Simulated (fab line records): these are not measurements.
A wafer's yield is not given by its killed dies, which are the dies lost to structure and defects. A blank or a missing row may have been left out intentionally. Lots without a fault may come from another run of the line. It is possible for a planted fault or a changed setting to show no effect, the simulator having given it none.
fab line records	flow rit_cmos
record: lots: 5	wafers: 23
route steps=202 shown SPACER@128 PSD@143 SDANNEAL@156 SILICIDE@162 CONTACT@168 M1@184
start_h: start of the lot's first displayed wafer, in hours after the record's first day	wait_h: hours since the lot's step before	" the same as in the row above	L1.1+2: several wafers, shown together as one row	- no value, or no start was given	* or withheld: withheld	< > ~ a bound
route shown NAME@n: a module of which the file shows steps, and the number in the route of the first	usual: mean and standard deviation over wafers with no fault	same: alike in all rows	chamber/n: place in a boat	sites: readings site by site	_std_site: standard deviation of those values	_edge_site: outer sites' mean less inner sites'	radius_mm: for every site, how far away it sits from the centre of the wafer	mask NAME#n: copy n	behind: tool/chamber where the wafer was last shaped	hold: the reason the lot was held/the length of the hold in hours/how it ended	device: the transistor (n, p or np) that didn't switch	end of line: the same wafers' tests at the end of the route	a step with no rows: only its recipe	killed: count of dies lost to structure and defects at first sort (not the wafer's yield)	map: shows each die of a wafer: x if killed, . if not, _ if none is there
set.NAME: the run value of the setting; set.NAME@STEP: its run value at that earlier step	model.NAME: the simulator's own value behind a step, which no gauge read
lots where settings were altered on purpose, with a table for each step and a row for each wafer
== steps ==
step: RIT_SPACER_CVD_03
recipe: material: Si3N4	target_thk_nm: 250	temp_c: 810	precursor: SiH2Cl2/NH3	time_s: 3300	pressure_mtorr: 300	sih2cl2_flow_sccm: 60	nh3_flow_sccm: 150
lot.wafer	tool	chamber	start_h	wait_h	set.pressure_mtorr
L075.1+3+4+5+6	-	-	-	0.0	337
L076.1+2+3+4+5	-	-	-	0.0	317.3
L079.1+2+3+5+6	-	-	-	0.0	314.2
L082.1+2+3+4+6	-	-	-	0.0	318.2
L085.1+5+6	lpcvd-02	0	98.08	0.0	300
step: RIT_SPACER_ETCHBACK_05
recipe: target_depth_a: 2500	SF6_flow_sccm: 30	CHF3_flow_sccm: 30	target: Si3N4	chemistry: SF6/CHF3	pressure_mtorr: 40	rf_w: 250	time_s: 240	stop_on: SiO2
lot.wafer	tool	chamber	start_h	wait_h	set.temp_c@GATE_CVD_08	model.poly-Si_of_GATE_CVD_08.thk_nm
L075.1	rie_diel-03	3	50.12	0.1	601.2	120.4
L075.3	"	0	"	"	601.2	120
L075.4	"	3	"	"	601.2	118.4
L075.5	"	0	"	"	601.2	116
L075.6	"	3	"	"	601.2	118
L076.1	rie_diel-03	0	57.29	0.1	592.6	85.23
L076.2	"	1	"	"	592.6	82.83
L076.3	"	3	"	"	592.6	83.8
L076.4	"	2	"	"	592.6	84.02
L076.5	"	2	"	"	592.6	84.36
L079.1	rie_diel-03	0	70.79	0.1	601.1	121.8
L079.2	"	3	"	"	601.1	117.5
L079.3	"	1	"	"	601.1	117.8
L079.5	"	1	"	"	601.1	118.4
L079.6	"	0	"	"	601.1	119.7
L082.1+6	rie_diel-02	1,3	86.16	0.1	623.3	257.7
L082.2	"	0	"	"	623.3	252.4
L082.3	"	3	"	"	623.3	258.9
L082.4	"	1	"	"	623.3	257.3
L085.1	rie_diel-04	0	100.05	0.1	610	172.3
L085.5	"	2	"	"	610	174.5
L085.6	"	1	"	"	610	173
step: RIT_PSD_COAT_01
recipe: resist: NOVOLAK	spin_rpm: 3250	resist_thk_nm: 1000
lot.wafer	tool	chamber	start_h	wait_h	set.resist_thk_nm	model.NOVOLAK_of_PSD_COAT_01.thk_nm
L075.1	litho_track-04	0	52.04	0.1	1000	1003
L075.3	"	0	"	"	1017	1024
L075.4	"	0	"	"	1000	1005
L075.5	"	0	"	"	1017	1021
L075.6	"	0	"	"	1000	1007
L076.1	litho_track-02	0	59.23	0.1	1000	997.7
L076.2	"	0	"	"	1000	1000
L076.3	"	0	"	"	1000	999.5
L076.4	"	0	"	"	1000	1005
L076.5	"	0	"	"	1000	1001
L079.1	litho_track-01	0	72.81	0.1	978.9	977.4
L079.2	"	0	"	"	1000	1002
L079.3	"	0	"	"	978.9	976.7
L079.5	"	0	"	"	1000	998.7
L079.6	"	0	"	"	978.9	975.2
L082.1	litho_track-04	0	88.11	0.1	1000	999.1
L082.2	"	0	"	"	1000	1003
L082.3	"	0	"	"	1000	1002
L082.4	"	0	"	"	1000	999.2
L082.6	"	0	"	"	1000	1001
L085.1+5	litho_track-02	0	102.07	0.1	1000	1006
L085.6	"	0	"	"	1000	1004
step: RIT_PSD_SOFTBAKE_02
recipe: resist: NOVOLAK	temp_c: 90	time_s: 60
step: RIT_PSD_EXPOSE_03
recipe: mask_id: M10	na: 0.57	target_cd_nm: 40900	dose_mj: 250
step: RIT_PSD_DEVELOP_05
recipe: resist: NOVOLAK	develop_time_s: 50	dev_temp_c: 23
step: RIT_PSD_HARDBAKE_07
recipe: resist: NOVOLAK	temp_c: 140	time_s: 60
lot.wafer	tool	chamber	start_h	wait_h	set.resist_thk_nm@PSD_COAT_01	model.NOVOLAK_of_PSD_COAT_01.thk_nm
L075.1	litho_track-01	0	52.90	0.0	1000	886.4
L075.3	"	0	"	"	1017	904.9
L075.4	"	0	"	"	1000	888.5
L075.5	"	0	"	"	1017	902.1
L075.6	"	0	"	"	1000	890.1
L076.1	litho_track-04	0	59.99	0.1	1000	881.7
L076.2	"	0	"	"	1000	884
L076.3	"	0	"	"	1000	883.4
L076.4	"	0	"	"	1000	888.1
L076.5	"	0	"	"	1000	884.3
L079.1	litho_track-04	0	73.54	0.0	978.9	864
L079.2	"	0	"	"	1000	885.3
L079.3	"	0	"	"	978.9	863.4
L079.5	"	0	"	"	1000	882.7
L079.6	"	0	"	"	978.9	862.1
L082.1+4	litho_track-02	0	88.84	0.0	1000	883
L082.2	"	0	"	"	1000	886.8
L082.3	"	0	"	"	1000	885.8
L082.6	"	0	"	"	1000	884.9
L085.1	litho_track-01	0	102.81	0.0	1000	889.3
L085.5	"	0	"	"	1000	889
L085.6	"	0	"	"	1000	887.5
step: RIT_SDANNEAL_RTA_03
recipe: temp_c: 1050	time_s: 5	idle_temp_c: 600	ramp_up_c_per_s: 342	ramp_down_c_per_s: 171	cool_to_c: 600	ambient: N2
lot.wafer	tool	chamber	start_h	wait_h	set.time_s
L075.1+3	rtp_anneal-01	0	53.83	0.0	5.743
L075.4+5+6	"	0	"	"	5
L076.1+4+5	rtp_anneal-02	0	60.94	0.0	4.273
L076.2+3	"	0	"	"	5
L079.1+2+3+5+6	rtp_anneal-01	0	74.44	0.0	5
L082.1+4	rtp_anneal-02	0	89.76	0.0	5
L082.2+3+6	"	0	"	"	4.539
L085.1+5+6	rtp_anneal-01	0	103.74	0.0	5
step: RIT_SDANNEAL_RS_MEAS_04
recipe: thk_meas_gauge: four-point-probe
usual: PSD_RS: 115.69/0.23
lot.wafer	tool	chamber	start_h	wait_h	set.time_s@SDANNEAL_RTA_03	PSD_RS[ohm/sq]
L075.1	film_metro-01	-	53.89	0.0	5.743	113.28
L075.3	"	-	"	"	5.743	113.08
L075.4	"	-	"	"	5	115.30
L075.5	"	-	"	"	5	115.43
L075.6	"	-	"	"	5	115.34
L076.1	film_metro-04	-	61.00	0.0	4.273	117.67
L076.2	"	-	"	"	5	-
L076.3	"	-	"	"	5	-
L076.4	"	-	"	"	4.273	-
L076.5	"	-	"	"	4.273	117.50
L079.1	film_metro-03	-	74.56	0.1	5	115.50
L079.2	"	-	"	"	5	115.51
L079.3	"	-	"	"	5	115.45
L079.5	"	-	"	"	5	115.68
L079.6	"	-	"	"	5	115.52
L082.1	film_metro-04	-	89.82	0.0	5	115.80
L082.2	"	-	"	"	4.539	116.74
L082.3	"	-	"	"	4.539	117.04
L082.4	"	-	"	"	5	115.53
L082.6	"	-	"	"	4.539	116.90
L085.1	film_metro-04	-	103.80	0.0	5	115.68
L085.5	"	-	"	"	5	115.75
L085.6	"	-	"	"	5	115.65
step: RIT_SILICIDE_SPUTTER_01
recipe: material: Ti	target_thk_nm: 30	power_w: 350	chamber_pressure_pa: 0.667	gas: Ar	time_s: 240	substrate_temp_c: 25
lot.wafer	tool	chamber	start_h	wait_h	set.time_s	model.Ti_of_SILICIDE_SPUTTER_01.thk_nm
L075.1	pvd_sputter-04	-	54.39	0.0	240	29.91
L075.3	"	-	"	"	240	29.84
L075.4	"	-	"	"	240	29.66
L075.5	"	-	"	"	240	29.53
L075.6	"	-	"	"	240	29.24
L076.1	pvd_sputter-02	-	61.49	0.0	240	30.21
L076.2	"	-	"	"	214.1	27
L076.3	"	-	"	"	214.1	26.42
L076.4	"	-	"	"	240	29.58
L076.5	"	-	"	"	214.1	26.47
L079.1	pvd_sputter-04	-	75.05	0.0	240	29.81
L079.2	"	-	"	"	240	29.65
L079.3	"	-	"	"	240	30.09
L079.5	"	-	"	"	240	30.23
L079.6	"	-	"	"	240	30.08
L082.1	pvd_sputter-02	-	90.31	0.0	256.9	32.14
L082.2	"	-	"	"	240	30.33
L082.3	"	-	"	"	240	30.16
L082.4	"	-	"	"	240	30.28
L082.6	"	-	"	"	256.9	32.24
L085.1	pvd_sputter-04	-	104.30	0.0	240	29.94
L085.5	"	-	"	"	240	29.92
L085.6	"	-	"	"	240	30.06
step: RIT_SILICIDE_RS_MEAS_02
recipe: thk_meas_gauge: four-point-probe	reads: Ti_of_SILICIDE_SPUTTER_01
usual: SILICIDE_TI_RS: 47.8/0.77
lot.wafer	tool	chamber	start_h	wait_h	set.time_s@SILICIDE_SPUTTER_01	SILICIDE_TI_RS[ohm/sq]
L075.1	film_metro-02	-	54.54	0.1	240	48.1
L075.3	"	-	"	"	240	48.2
L075.4	"	-	"	"	240	48.7
L075.5	"	-	"	"	240	48.9
L075.6	"	-	"	"	240	49.5
L076.1	film_metro-03	-	61.64	0.1	240	47.5
L076.2	"	-	"	"	214.1	54.5
L076.3	"	-	"	"	214.1	56.1
L076.4	"	-	"	"	240	48.8
L076.5	"	-	"	"	214.1	55.9
L079.1	film_metro-02	-	75.20	0.1	240	48.3
L079.2	"	-	"	"	240	48.5
L079.3	"	-	"	"	240	47.7
L079.5	"	-	"	"	240	47.4
L079.6	"	-	"	"	240	47.8
L082.1	film_metro-01	-	90.46	0.1	256.9	43.9
L082.2	"	-	"	"	240	47.1
L082.3	"	-	"	"	240	47.5
L082.4	"	-	"	"	240	47.3
L082.6	"	-	"	"	256.9	43.8
L085.1	film_metro-02	-	104.45	0.1	240	48.0
L085.5	"	-	"	"	240	48.0
L085.6	"	-	"	"	240	47.7
step: RIT_SILICIDE_THK_MEAS_03
recipe: thk_meas_gauge: xrf	reads: Ti_of_SILICIDE_SPUTTER_01
usual: SILICIDE_TI_THK: 29.9/0.38
lot.wafer	tool	chamber	start_h	wait_h	set.time_s@SILICIDE_SPUTTER_01	SILICIDE_TI_THK[nm]
L075.1	film_metro-02	-	54.66	0.1	240	30.0
L075.3	"	-	"	"	240	29.9
L075.4	"	-	"	"	240	29.7
L075.5	"	-	"	"	240	29.6
L075.6	"	-	"	"	240	29.3
L076.1	film_metro-03	-	61.76	0.1	240	30.1
L076.2	"	-	"	"	214.1	26.8
L076.3	"	-	"	"	214.1	26.3
L076.4	"	-	"	"	240	29.4
L076.5	"	-	"	"	214.1	26.3
L079.1	film_metro-02	-	75.32	0.1	240	29.7
L079.2	"	-	"	"	240	29.6
L079.3	"	-	"	"	240	30.2
L079.5	"	-	"	"	240	30.2
L079.6	"	-	"	"	240	30.0
L082.1	film_metro-01	-	90.58	0.1	256.9	32.0
L082.2	"	-	"	"	240	30.2
L082.3	"	-	"	"	240	30.0
L082.4	"	-	"	"	240	30.1
L082.6	"	-	"	"	256.9	32.0
L085.1	film_metro-02	-	104.57	0.1	240	29.8
L085.5	"	-	"	"	240	29.7
L085.6	"	-	"	"	240	29.8
step: RIT_CONTACT_CVD_00
recipe: material: SiO2	target_thk_nm: 400	precursor: TEOS	temp_c: 390	time_s: 61	rf_w: 400
lot.wafer	tool	chamber	start_h	wait_h	set.rf_w	model.SiO2_of_CONTACT_CVD_00.thk_nm
L075.1	pecvd-03	2	54.89	0.1	400	397.6
L075.3+5	"	0,2	"	"	400	-
L075.4	"	2	"	"	420	413.3
L075.6	"	0	"	"	420	-
L076.1	pecvd-02	1	62.00	0.1	446	414.4
L076.2	"	2	"	"	400	402.7
L076.3+4	"	0,1	"	"	446	-
L076.5	"	0	"	"	400	-
L079.1	pecvd-02	2	75.62	0.1	400	401.9
L079.2	"	0	"	"	372.7	387.4
L079.3	"	1	"	"	372.7	392.6
L079.5	"	0	"	"	400	403.1
L079.6	"	2	"	"	400	405.5
L082.1	pecvd-02	2	90.82	0.1	400	395.9
L082.2	"	0	"	"	400	399.4
L082.3	"	1	"	"	442.9	414
L082.4	"	0	"	"	400	402.7
L082.6	"	2	"	"	442.9	418.3
L085.1	pecvd-02	2	104.81	0.1	400	397
L085.5	"	1	"	"	400	401.8
L085.6	"	0	"	"	400	404.1
step: RIT_CONTACT_THK_MEAS_01
recipe: reads: SiO2_of_CONTACT_CVD_00
usual: CONTACT_TEOS_THK: 404/3.9
lot.wafer	tool	chamber	start_h	wait_h	set.rf_w@CONTACT_CVD_00	CONTACT_TEOS_THK[nm]
L075.1	film_metro-04	-	54.97	0.1	400	398
L075.3	"	-	"	"	400	405
L075.4	"	-	"	"	420	413
L075.5	"	-	"	"	400	407
L075.6	"	-	"	"	420	415
L076.1	film_metro-04	-	62.05	0.0	446	414
L076.2	"	-	"	"	400	403
L076.3	"	-	"	"	446	412
L076.4	"	-	"	"	446	419
L076.5	"	-	"	"	400	406
L079.1	film_metro-04	-	75.68	0.0	400	402
L079.2	"	-	"	"	372.7	387
L079.3	"	-	"	"	372.7	393
L079.5	"	-	"	"	400	403
L079.6	"	-	"	"	400	405
L082.1	film_metro-04	-	90.87	0.0	400	396
L082.2	"	-	"	"	400	399
L082.3	"	-	"	"	442.9	414
L082.4	"	-	"	"	400	403
L082.6	"	-	"	"	442.9	418
L085.1	film_metro-01	-	104.86	0.0	400	397
L085.5	"	-	"	"	400	402
L085.6	"	-	"	"	400	404
step: RIT_CONTACT_DEVELOP_07
recipe: resist: NOVOLAK	develop_time_s: 120	dev_temp_c: 23
lot.wafer	tool	chamber	start_h	wait_h	set.develop_time_s
L075.1+6	litho_track-03	0	-	-	120
L075.3+4+5	"	0	"	"	126.9
L076.1+2+3	litho_track-02	0	-	-	120
L076.4+5	"	0	"	"	112.2
L079.1+5	litho_track-02	0	-	-	120
L079.2+3+6	"	0	"	"	133.7
L082.1+3+4	litho_track-01	0	-	-	120
L082.2+6	"	0	"	"	109
L085.1+5+6	litho_track-03	0	-	-	120
step: RIT_CONTACT_CD_MEAS_08
recipe: target_cd_nm: 1000
usual: cd_nm: 998.9/1.5
lot.wafer	tool	chamber	start_h	wait_h	set.develop_time_s@CONTACT_DEVELOP_07	cd_nm
L075.1	cd_sem-01	-	56.12	-	120	996.6
L075.3	"	-	"	"	126.9	1002.8
L075.4	"	-	"	"	126.9	1002.7
L075.5	"	-	"	"	126.9	1002.1
L075.6	"	-	"	"	120	996.8
L076.1	cd_sem-02	-	63.20	-	120	1000.4
L076.2	"	-	"	"	120	1001.5
L076.3	"	-	"	"	120	1003.0
L076.4	"	-	"	"	112.2	994.7
L076.5	"	-	"	"	112.2	994.0
L079.1	cd_sem-01	-	76.83	-	120	1000.8
L079.2	"	-	"	"	133.7	1008.1
L079.3	"	-	"	"	133.7	1008.1
L079.5	"	-	"	"	120	999.3
L079.6	"	-	"	"	133.7	1007.8
L082.1	cd_sem-02	-	92.02	-	120	998.2
L082.2	"	-	"	"	109	991.7
L082.3	"	-	"	"	120	1000.4
L082.4	"	-	"	"	120	999.2
L082.6	"	-	"	"	109	992.1
L085.1	cd_sem-02	-	106.20	-	120	997.0
L085.5	"	-	"	"	120	997.3
L085.6	"	-	"	"	120	999.2
step: RIT_CONTACT_HARDBAKE_10
recipe: resist: NOVOLAK	temp_c: 140	time_s: 60
step: RIT_CONTACT_ETCH_11
recipe: target_depth_a: 4800	over_etch_frac: 0.2	stop_on: TiSi2	chemistry: CHF3/CF4/Ar	target: SiO2	CHF3_flow_sccm: 50	cf4_flow_sccm: 10	Ar_flow_sccm: 100	O2_flow_sccm: 5	pressure_mtorr: 100	rf_w: 200	time_s: 320
lot.wafer	tool	chamber	start_h	wait_h	set.rf_w@CONTACT_CVD_00	set.develop_time_s@CONTACT_DEVELOP_07	model.CONTACT.feature_depth_nm	model.etch.depth_nm	model.CONTACT.cd_nm
L075.1	rie_diel-02	2	56.43	0.1	400	120	397.6	397.6	996.4
L075.3	"	1	"	"	400	126.9	405.4	-	1003
L075.4	"	0	"	"	420	126.9	413.3	413.3	1002
L075.5	"	3	"	"	400	126.9	406.8	-	1002
L075.6	"	2	"	"	420	120	415.2	-	996.2
L076.1	rie_diel-02	1	63.51	0.1	446	120	414.4	414.4	1000
L076.2	"	3	"	"	400	120	402.7	402.7	1001
L076.3	"	0	"	"	446	120	411.8	-	1003
L076.4	"	2	"	"	446	112.2	419.4	-	994.3
L076.5	"	3	"	"	400	112.2	405.9	-	993.6
L079.1	rie_diel-03	0	77.13	0.1	400	120	401.9	401.9	1000
L079.2	"	1	"	"	372.7	133.7	387.4	387.4	1008
L079.3	"	3	"	"	372.7	133.7	392.6	392.6	1008
L079.5	"	3	"	"	400	120	403.2	403.1	999.1
L079.6	"	0	"	"	400	133.7	405.5	405.5	1008
L082.1	rie_diel-02	0	92.33	0.1	400	120	395.9	395.9	998.1
L082.2	"	1	"	"	400	109	399.4	399.4	992
L082.3	"	2	"	"	442.9	120	414	414	999.5
L082.4	"	3	"	"	400	120	402.7	402.7	998.9
L082.6	"	0	"	"	442.9	109	418.3	418.3	992.1
L085.1	rie_diel-01	3	106.65	0.1	400	120	397	397	996
L085.5	"	3	"	"	400	120	401.8	401.8	996.3
L085.6	"	0	"	"	400	120	404.1	404.1	999.5
step: RIT_CONTACT_STRIP_12
recipe: chemistry: O2	time_s: 180	resist: NOVOLAK	platen_temp_c: withheld	power_w: 500	pressure_mtorr: 4000	o2_flow_sccm: 4000
step: RIT_CONTACT_CD_MEAS_90
recipe: target_cd_nm: 1000
usual: cd_nm: 998.8/1.6
lot.wafer	tool	chamber	start_h	wait_h	set.develop_time_s@CONTACT_DEVELOP_07	cd_nm
L075.1	cd_sem-01	-	56.80	0.1	120	996.4
L075.3	"	-	"	"	126.9	1002.9
L075.4	"	-	"	"	126.9	1002.4
L075.5	"	-	"	"	126.9	1002.0
L075.6	"	-	"	"	120	996.1
L076.1	cd_sem-01	-	63.88	0.1	120	1000.5
L076.2	"	-	"	"	120	1001.6
L076.3	"	-	"	"	120	1003.6
L076.4	"	-	"	"	112.2	994.1
L076.5	"	-	"	"	112.2	993.6
L079.1	cd_sem-01	-	77.50	0.1	120	1000.5
L079.2	"	-	"	"	133.7	1007.7
L079.3	"	-	"	"	133.7	1007.8
L079.5	"	-	"	"	120	999.1
L079.6	"	-	"	"	133.7	1007.6
L082.1	cd_sem-01	-	92.70	0.1	120	998.4
L082.2	"	-	"	"	109	991.9
L082.3	"	-	"	"	120	999.5
L082.4	"	-	"	"	120	999.0
L082.6	"	-	"	"	109	991.8
L085.1	cd_sem-02	-	107.02	0.1	120	995.7
L085.5	"	-	"	"	120	996.4
L085.6	"	-	"	"	120	999.6
step: RIT_M1_SPUTTER_00
recipe: material: Al	target_thk_nm: 400	power_w: 2000	chamber_pressure_pa: 0.4	gas: Ar	time_s: 500	substrate_temp_c: 25
lot.wafer	tool	chamber	start_h	wait_h	set.power_w	model.Al_of_M1_SPUTTER_00.thk_nm
L075.1	pvd_sputter-03	-	57.30	0.0	2000	394.7
L075.3	"	-	"	"	1895	374
L075.4	"	-	"	"	2000	397.9
L075.5	"	-	"	"	1895	373.2
L075.6	"	-	"	"	1895	376.8
L076.1	pvd_sputter-01	-	64.35	0.0	2000	402.1
L076.2	"	-	"	"	2000	405.5
L076.3	"	-	"	"	1761	353.1
L076.4	"	-	"	"	1761	356.2
L076.5	"	-	"	"	1761	357.6
L079.1	pvd_sputter-03	-	78.02	0.0	2000	393.8
L079.2	"	-	"	"	2000	394.9
L079.3	"	-	"	"	2000	393.9
L079.5	"	-	"	"	2000	393.1
L079.6	"	-	"	"	2000	392.2
L082.1+2	pvd_sputter-01	-	93.18	0.0	2000	399.5
L082.3	"	-	"	"	1931	380.4
L082.4	"	-	"	"	1931	385.3
L082.6	"	-	"	"	1931	380
L085.1	pvd_sputter-03	-	107.49	0.0	2000	394.2
L085.5	"	-	"	"	2000	396.9
L085.6	"	-	"	"	2000	390.6
step: RIT_M1_RS_MEAS_01
recipe: thk_meas_gauge: four-point-probe	reads: Al_of_M1_SPUTTER_00
usual: M1_AL_RS: 0.0738/0.00074
lot.wafer	tool	chamber	start_h	wait_h	set.power_w@M1_SPUTTER_00	M1_AL_RS[ohm/sq]
L075.1	film_metro-03	-	57.59	0.1	2000	0.0743
L075.3	"	-	"	"	1895	0.0783
L075.4	"	-	"	"	2000	0.0738
L075.5	"	-	"	"	1895	0.0786
L075.6	"	-	"	"	1895	0.0780
L076.1	film_metro-03	-	64.64	0.1	2000	0.0730
L076.2	"	-	"	"	2000	0.0724
L076.3	"	-	"	"	1761	0.0834
L076.4	"	-	"	"	1761	0.0825
L076.5	"	-	"	"	1761	0.0824
L079.1	film_metro-04	-	78.32	0.1	2000	0.0747
L079.2	"	-	"	"	2000	0.0744
L079.3	"	-	"	"	2000	0.0744
L079.5	"	-	"	"	2000	0.0747
L079.6	"	-	"	"	2000	0.0748
L082.1	film_metro-03	-	93.48	0.1	2000	0.0733
L082.2	"	-	"	"	2000	0.0735
L082.3	"	-	"	"	1931	0.0773
L082.4	"	-	"	"	1931	0.0762
L082.6	"	-	"	"	1931	0.0776
L085.1	film_metro-03	-	107.79	0.1	2000	0.0744
L085.5	"	-	"	"	2000	0.0740
L085.6	"	-	"	"	2000	0.0751
step: RIT_M1_THK_MEAS_02
recipe: thk_meas_gauge: xrf	reads: Al_of_M1_SPUTTER_00
usual: M1_AL_THK: 400/3.9
lot.wafer	tool	chamber	start_h	wait_h	set.power_w@M1_SPUTTER_00	M1_AL_THK[nm]
L075.1	film_metro-03	-	57.71	0.1	2000	396
L075.3	"	-	"	"	1895	377
L075.4	"	-	"	"	2000	401
L075.5	"	-	"	"	1895	377
L075.6	"	-	"	"	1895	379
L076.1	film_metro-03	-	64.76	0.1	2000	404
L076.2	"	-	"	"	2000	405
L076.3	"	-	"	"	1761	355
L076.4	"	-	"	"	1761	359
L076.5	"	-	"	"	1761	360
L079.1	film_metro-04	-	78.44	0.1	2000	399
L079.2	"	-	"	"	2000	402
L079.3	"	-	"	"	2000	398
L079.5	"	-	"	"	2000	398
L079.6	"	-	"	"	2000	395
L082.1	film_metro-03	-	93.60	0.1	2000	401
L082.2	"	-	"	"	2000	400
L082.3	"	-	"	"	1931	382
L082.4	"	-	"	"	1931	388
L082.6	"	-	"	"	1931	383
L085.1	film_metro-03	-	107.91	0.1	2000	398
L085.5	"	-	"	"	2000	401
L085.6	"	-	"	"	2000	392
== key ==
split: step: RIT_SPACER_CVD_03	setting: pressure_mtorr	stated: 300	by: lot
response none clear
split: step: RIT_PSD_COAT_01	setting: resist_thk_nm	stated: 1000	by: wafer
response: step: RIT_PSD_COAT_01	reading: model.NOVOLAK_of_PSD_COAT_01.thk_nm	change: +10.8	per: 1%	r: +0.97
response: step: RIT_PSD_HARDBAKE_07	reading: model.NOVOLAK_of_PSD_COAT_01.thk_nm	change: +9.49	per: 1%	r: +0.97
split: step: RIT_SDANNEAL_RTA_03	setting: time_s	stated: 5	by: wafer
response: step: RIT_SDANNEAL_RS_MEAS_04	reading: PSD_RS	change: -0.142	per: 1%	r: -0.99
split: step: RIT_SILICIDE_SPUTTER_01	setting: time_s	stated: 240	by: wafer
response: step: RIT_SILICIDE_SPUTTER_01	reading: model.Ti_of_SILICIDE_SPUTTER_01.thk_nm	change: +0.294	per: 1%	r: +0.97
response: step: RIT_SILICIDE_RS_MEAS_02	reading: SILICIDE_TI_RS	change: -0.628	per: 1%	r: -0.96
response: step: RIT_SILICIDE_THK_MEAS_03	reading: SILICIDE_TI_THK	change: +0.295	per: 1%	r: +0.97
split: step: RIT_CONTACT_CVD_00	setting: rf_w	stated: 400	by: wafer
response: step: RIT_CONTACT_CVD_00	reading: model.SiO2_of_CONTACT_CVD_00.thk_nm	change: +1.59	per: 1%	r: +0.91
response: step: RIT_CONTACT_THK_MEAS_01	reading: CONTACT_TEOS_THK	change: +1.4	per: 1%	r: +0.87
response: step: RIT_CONTACT_ETCH_11	reading: model.CONTACT.feature_depth_nm	change: +1.42	per: 1%	r: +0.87
response: step: RIT_CONTACT_ETCH_11	reading: model.etch.depth_nm	change: +1.59	per: 1%	r: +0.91
split: step: RIT_CONTACT_DEVELOP_07	setting: develop_time_s	stated: 120	by: wafer
response: step: RIT_CONTACT_CD_MEAS_08	reading: cd_nm	change: +0.826	per: 1%	r: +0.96
response: step: RIT_CONTACT_ETCH_11	reading: model.CONTACT.cd_nm	change: +0.828	per: 1%	r: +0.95
response: step: RIT_CONTACT_CD_MEAS_90	reading: cd_nm	change: +0.837	per: 1%	r: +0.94
split: step: RIT_M1_SPUTTER_00	setting: power_w	stated: 2000	by: wafer
response: step: RIT_M1_SPUTTER_00	reading: model.Al_of_M1_SPUTTER_00.thk_nm	change: +4.11	per: 1%	r: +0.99
response: step: RIT_M1_RS_MEAS_01	reading: M1_AL_RS	change: -0.000849	per: 1%	r: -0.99
response: step: RIT_M1_THK_MEAS_02	reading: M1_AL_THK	change: +3.97	per: 1%	r: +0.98
split outside_this_file step=RIT_GATE_CVD_08 setting=temp_c
split outside_this_file: this setting was split too, and the file shows its column; the key of that split is in another file
